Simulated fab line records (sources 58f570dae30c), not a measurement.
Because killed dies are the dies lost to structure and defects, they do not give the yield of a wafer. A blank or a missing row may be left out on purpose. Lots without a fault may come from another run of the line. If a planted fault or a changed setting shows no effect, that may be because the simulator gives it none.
A struck lot beside a sound one ; flow berkeley_cmos170 ; 16 steps out of a route of 331
Sound: these wafers, L152.2, L152.5, L152.6. Struck: wafers L149.2, L149.4, L149.5. The cause is named last.
At each step with rows: each side's tool, then ch and its chambers, then its first start. Under that, the readings that differ: sound wafers ; struck wafers ; difference of the means ; sigmas: that difference in standard deviations of wafers without a fault.
alike: words and numbers the same on both sides, and readings whose means are apart by under 2 such deviations; not compared: readings that were withheld, readings missing a value for some wafer, numbers with overlapping values and no deviation given by the record, and bounds like >300 which may hide the same value.
Wherever a step has rows on one side only, a row that says differs or no value, or a row with sigmas, the two part there. Non-overlapping numbers with no deviation appear without sigmas and do not part them. A reading missing from all wafers of one side parts the sides only when that side holds two or more wafers.

UCB170_NWELL_THK_MEAS_02:
  struck on film_metro-03, day 4 00:34; sound on film_metro-01, day 4 20:02
  alike: NWELL_OXIDE_THK
then, 2 steps without rows for these wafers: UCB170_NWELL_ANNEAL_03 (time 900 s); UCB170_NWELL_CVD_04 (deposits Si3N4 from SiH2Cl2/NH3, target thk 224 nm, time 3360 s).
UCB170_NWELL_THK_MEAS_05:
  struck on film_metro-01, day 4 06:50; sound on film_metro-02, day 5 00:28
  alike: NWELL_NITRIDE_THK
then, 6 steps without rows for these wafers: UCB170_NWELL_HMDS_06 (prime time 60 s); UCB170_NWELL_COAT_07 (resist thk 900 nm); UCB170_NWELL_SOFTBAKE_08 (time 60 s); UCB170_NWELL_EXPOSE_09 (exposes mask NWELL, target cd 3000 nm); UCB170_NWELL_PEB_10; UCB170_NWELL_DEVELOP_11 (develop time 45 s).
UCB170_NWELL_OVL_MEAS_12:
  struck on overlay-02, day 4 08:07; sound on overlay-02, day 5 01:52
  alike: NWELL_OVL
UCB170_NWELL_ETCH_13: etches Si3N4 in CH3F/Ar/O2, stops on SiO2, target depth 246.4 nm, time 154 s.
  sound on rie_diel-01 ch 1,2,3, day 5 01:53; struck on rie_diel-04 ch 0,1,3, day 4 08:08
  alike: drypump_motor_current_A, oes_product_au, throttle_valve_pct
  not compared: rf_hours_counter_h
UCB170_NWELL_IMPLANT_14:
  sound on implanter-03 ch 0, day 5 02:01; struck on implanter-02 ch 0, day 4 08:16
reading;sound;struck;difference;sigmas
dose_ions_cm2;1e+13 9.99e+12 1.0003e+13;1.7589e+13 1.7584e+13 1.7589e+13;+7.5897e+12;+99 or more
faraday_current_uA;32.0 31.5 32.0;55.0 55.6 56.4;+23.8;+38
  alike: beam_energy_keV
UCB170_NWELL_STRIP_15: strips in O2.
  sound on plasma_asher-04 ch 0,1, day 5 02:08; struck on plasma_asher-02 ch 0,1, day 4 08:24
reading;sound;struck;difference;sigmas
drypump_motor_current_A (A);5.4 5.4 5.4;5.8 6.5 6.5;+0.9;+2
strip_time_to_endpoint_s (s);17.89 17.79 17.93;18.10 18.10 18.13;+0.24;+3
  alike: o2_flow_sccm, oes_product_au
  not compared: rf_hours_counter_h
UCB170_NWELL_TW_MEAS_16:
  struck on film_metro-02, day 4 08:44; sound on film_metro-02, day 5 02:15
reading;sound;struck;difference;sigmas
NWELL_TW;1228 1231 1236;1467 1464 1470;+235;+18
  not compared: hold
-- the record jumps here: 6 days lie between the struck wafers' starts before and after (it left off in module NWELL and takes up again in module M3, whose first step shown is number 331 of the route) --
UCB170_M3_PROBE_99:
  rows exist in the record for the struck wafers here (prober-01, day 10 00:44), but not for the sound ones

WHERE THEY PART
First at UCB170_NWELL_IMPLANT_14; last, within this record, at UCB170_M3_PROBE_99.

WHY: what the simulator had put in
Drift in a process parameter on implanter-02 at UCB170_NWELL_IMPLANT_14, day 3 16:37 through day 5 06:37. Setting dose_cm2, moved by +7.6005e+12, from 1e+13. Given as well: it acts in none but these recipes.
